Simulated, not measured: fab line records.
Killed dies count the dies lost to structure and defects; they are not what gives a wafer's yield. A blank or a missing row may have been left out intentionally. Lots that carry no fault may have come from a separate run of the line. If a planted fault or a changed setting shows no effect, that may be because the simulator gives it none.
Check for tools in common	flow rit cmos	14 lots, 42 wafers sampled

## WHY IT WAS OPENED
Of 14 lots, 2 have the reading PLDD_RS flagged at RIT_SDANNEAL_RS_MEAS_06. Wafers without a fault read 178.5 ohm/sq, standard deviation 0.53.
Rule: a lot is flagged when every wafer of it that has a number lies more than 4 standard deviations from that mean, or none has a number. The rest of the lots are taken to be sound.

lot	measured	on	PLDD_RS (ohm/sq), wafer by wafer	flag
L437	day 3 12:41	film metro-04	177.6 178.5 177.6	
L438	day 3 14:14	film metro-01	178.5 178.7 178.6	
L441	day 4 06:15	film metro-01	179.3 178.9 179.6	
L444	day 4 21:49	film metro-04	179.2 178.8 178.9	
L445	day 4 22:56	film metro-02	178.5 178.4 178.0	
L447	day 5 10:14	film metro-02	178.9 178.2 178.4	
L448	day 5 13:11	film metro-04	178.0 178.0 177.5	
L452	day 6 16:34	film metro-01	179.3 179.0 178.6	
L453	day 6 19:26	film metro-02	186.6 186.5 186.4	FLAGGED
L454	day 7 01:10	film metro-01	185.2 184.8 185.0	FLAGGED
L455	day 7 04:14	film metro-02	179.2 178.7 179.5	
L456	day 7 07:03	film metro-01	178.6 178.4 178.6	
L458	day 7 16:26	film metro-04	177.6 177.8 178.2	
L460	day 8 00:16	film metro-02	178.8 178.5 178.6	
The mean of the flagged lots' numbers is 185.8 ohm/sq, +7.2 ohm/sq from the usual (+14 standard deviations).

## EACH LOT AND THE TOOL IT RAN ON
The record holds 1 process step before the reading, out of a route of 202 steps. Read each cell as the tool, then ch plus the chambers that the sampled wafers visited, then the start.
lot	flag	RIT_PLDD_IMPLANT_08
L437		implanter-02 ch 0, day 3 06:10
L438		implanter-04 ch 0, day 3 06:31
L441		implanter-03 ch 0, day 3 23:42
L444		implanter-03 ch 0, day 4 15:02
L445		implanter-03 ch 0, day 4 15:14
L447		implanter-03 ch 0, day 5 03:27
L448		implanter-02 ch 0, day 5 05:42
L452		implanter-02 ch 0, day 6 09:55
L453	FLAGGED	implanter-03 ch 0, day 6 12:11
L454	FLAGGED	implanter-03 ch 0, day 6 17:45
L455		implanter-02 ch 0, day 6 21:37
L456		implanter-02 ch 0, day 7 00:11
L458		implanter-02 ch 0, day 7 09:50
L460		implanter-02 ch 0, day 7 15:50
What the steps here do:
- RIT_PLDD_IMPLANT_08
- RIT_SDANNEAL_RS_MEAS_06: measures by four-point-probe.

## FLAGGED OVER TOTAL, TOOL BY TOOL (the gauges that took the reading come last)
step	tool	lots run	flagged	share of the flagged lots	sound lots run after its first flagged lot
RIT_PLDD_IMPLANT_08	implanter-02	7	0	none	-
RIT_PLDD_IMPLANT_08	implanter-03	6	2	all	0
RIT_PLDD_IMPLANT_08	implanter-04	1	0	none	-
RIT_SDANNEAL_RS_MEAS_06	film metro-01	5	1	some	1 (L456)
RIT_SDANNEAL_RS_MEAS_06	film metro-02	5	1	some	2 (L455,L460)
RIT_SDANNEAL_RS_MEAS_06	film metro-04	4	0	none	-

## WHAT THE TABLE ALLOWS
All flagged lots share 1 row of the table, namely implanter-03 at RIT_PLDD_IMPLANT_08.
- implanter-03 at RIT_PLDD_IMPLANT_08 ran 6 lots, 2 of them flagged. It ran its last sound lot, L447, at day 5 03:27 and its first flagged lot, L453, at day 6 12:11: a fault with its onset between the two fits. Its own readings (beam energy keV) fall more than 4 standard deviations out on all wafers of the flagged lots.
One tool is left: implanter-03 at RIT_PLDD_IMPLANT_08.

## WHAT WAS PUT IN BY THE SIMULATOR
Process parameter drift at RIT_PLDD_IMPLANT_08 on implanter-03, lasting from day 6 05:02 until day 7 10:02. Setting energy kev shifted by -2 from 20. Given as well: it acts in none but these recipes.
Struck lots among those shown: L453, L454. The rule above reached the same finding.
